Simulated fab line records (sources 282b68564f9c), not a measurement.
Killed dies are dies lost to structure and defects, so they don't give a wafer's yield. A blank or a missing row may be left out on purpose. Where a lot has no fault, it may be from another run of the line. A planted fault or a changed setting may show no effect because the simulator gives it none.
A struck lot beside a sound one | flow rit cmos | 44 out of 202 route steps
Sound: the wafers L952.1, L952.5, L952.6. Wafers L966.1, L966.4, L966.5 were the ones struck. The cause is named last.
Per side, at each step with rows, come the tool, then ch with its chambers, and then its first start. Under that, the readings that differ: sound wafers | struck wafers | difference of the means | sigmas: that difference in standard deviations of wafers without a fault.
alike: readings whose means differ by less than 2 such deviations, and words and numbers that are the same on both sides. not compared: withheld readings, readings that some wafer has no value for, bounds like >300 that may hide the same value, and numbers for which the record gives no deviation and whose values overlap.
Wherever a step has rows on one side only, a row that says differs or no value, or a row with sigmas, the two part there. When numbers do not overlap yet have no deviation, they are printed without sigmas and do not part them. A reading missing from all wafers of one side parts the sides only when that side holds two or more wafers.

first, 4 steps without rows for these wafers: RIT_PLDD_SOFTBAKE_02 (time 60 s); RIT_PLDD_EXPOSE_03 (exposes mask M8, target cd 40900 nm); RIT_PLDD_PEB_04; RIT_PLDD_DEVELOP_05 (develop time 50 s).
RIT_PLDD_OVL_MEAS_06:
  struck on overlay-02, day 7 06:55; sound on overlay-01, day 4 07:47
  alike: PLDD_OVL
then, 2 steps without rows for these wafers: RIT_PLDD_HARDBAKE_07 (time 60 s); RIT_PLDD_IMPLANT_08.
RIT_PLDD_STRIP_09: strips in O2, time 180 s.
  sound on plasma asher-01 ch 0,1, day 4 08:07; struck on plasma asher-03 ch 1, day 7 07:14
  alike: drypump motor current A
  not compared: rf hours counter h
RIT_PLDD_TW_MEAS_10:
  struck on film metro-03, day 7 07:25; sound on film metro-03, day 4 08:17
  alike: PLDD_TW
then, 3 steps without rows for these wafers: RIT_SPACER_CLEAN_00 (cleans in SC1, time 600 s); RIT_SPACER_CLEAN_01 (cleans in dHF, time 30 s); RIT_SPACER_CLEAN_02 (cleans in SC2, time 600 s).
RIT_SPACER_CVD_03: deposits Si3N4 from SiH2Cl2/NH3, target thk 250 nm, time 3300 s.
  sound on lpcvd-01 ch 1, day 4 08:44; struck on lpcvd-02 ch 1, day 7 07:52
  reading                                  | sound             | struck            | difference | sigmas
  pressure mtorr (mTorr)                   | 300.7 300.0 299.6 | 149.9 151.4 149.0 | -150.0     | -99 or more
  model.Si3N4_of_SPACER_CVD_03.thk nm (nm) | 248.6 252.8 249.8 | 205.1 203.2 206.4 | -45.5      |
  alike: nh3 flow sccm, spike tc source C, zone power load pct
RIT_SPACER_THK_MEAS_04:
  struck on film metro-04, day 7 09:47; sound on film metro-04, day 4 10:39
  reading                 | sound             | struck            | difference | sigmas
  SPACER_NITRIDE_THK (nm) | 248.6 252.8 249.8 | 205.2 203.3 206.5 | -45.4      | -21
RIT_SPACER_ETCHBACK_05: etches Si3N4 in SF6/CHF3, stops on SiO2, target depth 250 nm, time 240 s.
  sound on rie diel-04 ch 0,1,3, day 4 10:43; struck on rie diel-01 ch 0,2,3, day 7 09:50
  reading                  | sound             | struck            | difference | sigmas
  oes product au (a.u.)    | 0.842 0.848 0.847 | 0.747 0.726 0.749 | -0.105     | -8
  model.etch.depth nm (nm) | 248.6 252.8 249.8 | 205.1 203.2 206.4 | -45.5      |
  alike: drypump motor current A, throttle valve pct
  not compared: rf hours counter h
then, 6 steps without rows for these wafers: RIT_NSD_HMDS_00 (prime time 60 s); RIT_NSD_COAT_01 (resist thk 1000 nm); RIT_NSD_SOFTBAKE_02 (time 60 s); RIT_NSD_EXPOSE_03 (exposes mask M9, target cd 40700 nm); RIT_NSD_PEB_04; RIT_NSD_DEVELOP_05 (develop time 50 s).
RIT_NSD_OVL_MEAS_06:
  struck on overlay-01, day 7 10:58; sound on overlay-01, day 4 11:50
  alike: NSD_OVL
then, 2 steps without rows for these wafers: RIT_NSD_HARDBAKE_07 (time 60 s); RIT_NSD_IMPLANT_08.
RIT_NSD_STRIP_09: strips in O2, time 180 s.
  sound on plasma asher-03 ch 0,1, day 4 12:11; struck on plasma asher-02 ch 0,1, day 7 11:27
  alike: drypump motor current A
  not compared: rf hours counter h
RIT_NSD_TW_MEAS_10:
  struck on film metro-03, day 7 11:37; sound on film metro-04, day 4 12:21
  alike: NSD_TW
then, 6 steps without rows for these wafers: RIT_PSD_HMDS_00 (prime time 60 s); RIT_PSD_COAT_01 (resist thk 1000 nm); RIT_PSD_SOFTBAKE_02 (time 60 s); RIT_PSD_EXPOSE_03 (exposes mask M10, target cd 40900 nm); RIT_PSD_PEB_04; RIT_PSD_DEVELOP_05 (develop time 50 s).
RIT_PSD_OVL_MEAS_06:
  struck on overlay-02, day 7 12:35; sound on overlay-02, day 4 13:25
  alike: PSD_OVL
then, 2 steps without rows for these wafers: RIT_PSD_HARDBAKE_07 (time 60 s); RIT_PSD_IMPLANT_08.
RIT_PSD_STRIP_09: strips in O2, time 180 s.
  sound on plasma asher-03 ch 0,1, day 4 13:46; struck on plasma asher-01 ch 0, day 7 12:55
  alike: drypump motor current A
  not compared: rf hours counter h
RIT_PSD_TW_MEAS_10:
  struck on film metro-04, day 7 13:06; sound on film metro-04, day 4 13:56
  alike: PSD_TW
then, 3 steps without rows for these wafers: RIT_SDANNEAL_CLEAN_00 (cleans in SC1, time 600 s); RIT_SDANNEAL_CLEAN_01 (cleans in dHF, time 30 s); RIT_SDANNEAL_CLEAN_02 (cleans in SC2, time 600 s).
RIT_SDANNEAL_RTA_03: time 5 s.
  sound on rtp anneal-02 ch 0, day 4 14:23; struck on rtp anneal-02 ch 0, day 7 13:34
  alike: wafer_temp_C_max
RIT_SDANNEAL_RS_MEAS_04: a four-point-probe measurement.
  struck on film metro-04, day 7 13:37; sound on film metro-03, day 4 14:31
  alike: PSD_RS
RIT_SILICIDE_WET_ETCH_00: etches SiO2 in BOE, target depth 14 nm, time 15 s.
  sound on wet bench-03 ch 3, day 4 14:59; struck on wet bench-02 ch 3, day 7 14:05
  reading                                  | sound             | struck            | difference | sigmas
  model.Si3N4_of_SPACER_CVD_03.thk nm (nm) | 192.8 196.4 195.2 | 159.7 158.6 160.7 | -35.1      |
  alike: bath heat duty pct
RIT_M1_PROBE_99:
  struck on prober-02, day 7 21:27; sound on prober-02, day 4 22:50
  reading                             | sound             | struck            | difference | sigmas
  model.etest.pmos turned.r on ohm um | 3373 3344 3458    | 3584 3621 3651    | +227       |
  model.etest.pmos_0p15.r on ohm um   | 2697 2686 2750    | 2965 2951 3005    | +263       |
  model.etest.pmos_0p3.r on ohm um    | 6223 6262 6302    | 6455 6463 6524    | +218       |
  model.etest.nmos_0p15.r on ohm um   | 1089 1070 1082    | 1310 1303 1318    | +230       |
  model.etest.nmos_0p3.r on ohm um    | 2131 2118 2127    | 2292 2285 2304    | +168       |
  model.etest.nplus sal.width nm (nm) | 3457 3441 3427    | 3550 3525 3513    | +88        |
  model.etest.pplus sal.width nm (nm) | 3444 3437 3437    | 3535 3528 3518    | +88        |
  model.etest.pwell pinched.rs ohm sq | 466.4 463.1 458.2 | 487.2 488.8 487.1 | +25.1      |
  alike: killed at contacts, killed at front end, killed dies, killed open, killed short

## WHERE THEY PART
Earliest at RIT_SPACER_CVD_03; latest, in this record, at RIT_SPACER_ETCHBACK_05. Later steps at which nothing parts them and some readings are alike: RIT_NSD_OVL_MEAS_06, RIT_NSD_STRIP_09, RIT_NSD_TW_MEAS_10, RIT_PSD_OVL_MEAS_06, RIT_PSD_STRIP_09, RIT_PSD_TW_MEAS_10, RIT_SDANNEAL_RTA_03, RIT_SDANNEAL_RS_MEAS_04, RIT_SILICIDE_WET_ETCH_00, RIT_M1_PROBE_99.

WHY: whatever the simulator had introduced
lpcvd-02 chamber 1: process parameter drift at RIT_SPACER_CVD_03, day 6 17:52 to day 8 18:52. Setting pressure mtorr, moved by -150, from 300. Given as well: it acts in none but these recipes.
